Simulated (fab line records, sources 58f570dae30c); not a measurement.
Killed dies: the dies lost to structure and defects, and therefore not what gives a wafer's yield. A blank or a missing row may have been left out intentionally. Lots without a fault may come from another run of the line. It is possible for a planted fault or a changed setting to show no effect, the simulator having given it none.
One fault seen from 2 desks :: flow berkeleyCmos170 :: each desk holds nothing but its own numbers, with what lay behind them at the end

METROLOGY DESK
Lot by lot, what the gauges showed, no matter which tool ran the lot: averages of those sampled wafers that carry a number. Marked OUT: a lot whose mean sits more than 4 standard deviations from the usual mean, which makes it out of limits; the brackets give that distance.
Columns: A = cdNm at UCB170_ACTIVE_CD_MEAS_13, usual 1200.5 nm; B = SCREENOX_OXIDE_THK at UCB170_SCREENOX_THK_MEAS_02, usual 14.32 nm; C = cdNm at UCB170_M3_CD_MEAS_90, usual 700 nm
lot: L866
first seen here: day 4 22:14
A: 1199.6
B: 13.92
C: 693

lot: L867
first seen here: day 5 04:10
A: 1200.2
B: 14.67
C: 707

lot: L868
first seen here: day 5 19:11
A: 1199.7
B: 14.63
C: 702

lot: L870
first seen here: day 5 19:47
A: 1201.5
B: 14.74
C: 692

lot: L871
first seen here: day 6 10:10
A: 1202.7
B: 13.93
C: 707

lot: L873
first seen here: day 6 10:37
A: 1200.6
B: 14.25
C: 689

lot: L874
first seen here: day 6 16:22
A: 1201.8
B: 14.41
C: 704

lot: L875
first seen here: day 7 02:34
A: 1201.0
B: 19.78 (+20) OUT
C: 708

lot: L876
first seen here: day 7 02:52
A: 1198.1
B: 19.54 (+19) OUT
C: 698

lot: L877
first seen here: day 7 02:53
A: 1200.9
B: 19.57 (+19) OUT
C: 697

lot: L884
first seen here: day 8 20:26
A: 1201.5
B: 13.94
C: 700

lot: L885
first seen here: day 9 05:02
A: 1201.4
B: 14.44
C: 705

lot: L887
first seen here: day 9 14:44
A: 1204.0
B: 13.96
C: 694

lot: L888
first seen here: day 9 15:17
A: 1200.2
B: 14.38
C: 705

lot: L886
first seen here: day 9 15:33
A: 1199.8
B: 14.19
C: 695
Per this desk, out of limits: L875, L876, L877; the first was L877, day 8 04:31 (SCREENOX_OXIDE_THK at UCB170_SCREENOX_THK_MEAS_02). In limits: L866, L867, L868, L870, L871, L873, L874, L884, L885, L887, L888, L886.

TOOL OWNER'S DESK, furnace-01
The tool's own readings at UCB170_SCREENOX_OXIDATION_01 (target thk 14.4 nm, ox time 2400 s): means of the sampled wafers that have a number, for each lot that ran on this tool. Marked OUT: a lot whose mean sits more than 4 standard deviations from the usual mean, which makes it out of limits; the brackets give that distance.
Columns: A = spikeTcCentreC at UCB170_SCREENOX_OXIDATION_01, usual 903.4 C; B = spikeTcLoadC at UCB170_SCREENOX_OXIDATION_01, usual 927.0 C; C = spikeTcSourceC at UCB170_SCREENOX_OXIDATION_01, usual 924 C; D = tubeCenterTempC at UCB170_SCREENOX_OXIDATION_01, usual 900.01 C; E = tube_center_temp_C_max at UCB170_SCREENOX_OXIDATION_01, usual 902.3; F = zonePowerLoadPct at UCB170_SCREENOX_OXIDATION_01, usual 24.7 %
lot: L866
first seen here: day 6 04:55
A: 903.1
B: 929.9
C: 926
D: 900.04
E: 902.3
F: 26.5

lot: L871
first seen here: day 7 15:19
A: 905.2
B: 929.9
C: 924
D: 900.06
E: 902.3
F: 26.4

lot: L873
first seen here: day 7 15:19
A: 902.7
B: 930.0
C: 924
D: 900.03
E: 902.3
F: 26.4

lot: L875
first seen here: day 8 02:50
A: 936.4 (+33) OUT
B: 962.7 (+15) OUT
C: 958 (+9.4) OUT
D: 932.05 (+99 or more) OUT
E: 934.5 (+98) OUT
F: 28.9

lot: L876
first seen here: day 8 02:50
A: 935.5 (+32) OUT
B: 961.7 (+14) OUT
C: 958 (+9.4) OUT
D: 931.97 (+99 or more) OUT
E: 933.9 (+96) OUT
F: 28.7

lot: L877
first seen here: day 8 02:50
A: 937.0 (+34) OUT
B: 962.7 (+15) OUT
C: 957 (+9.1) OUT
D: 932.03 (+99 or more) OUT
E: 934.3 (+97) OUT
F: 28.8
Finding of this desk: L875, L876, L877 out of limits; the first was L875 at day 8 02:50, on spikeTcCentreC at UCB170_SCREENOX_OXIDATION_01. In limits: L866, L871, L873.

ALL TOGETHER
The tool owner's desk had the chance to raise an alarm at day 8 02:50 on L875, L876, L877.
An alarm was possible from the metrology desk at day 8 04:31, on L875, L876, L877.
The lots listed all ran UCB170_SCREENOX_OXIDATION_01 on furnace-01.

WHAT THE SIMULATOR HAD INSERTED
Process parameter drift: furnace-01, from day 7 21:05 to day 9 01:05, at UCB170_SCREENOX_OXIDATION_01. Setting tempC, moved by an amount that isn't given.
Struck lots among those shown: L875, L876, L877.
Time in hours from fault onset to the first out-of-limits reading at each desk: tool owner's desk 6, metrology desk 7.
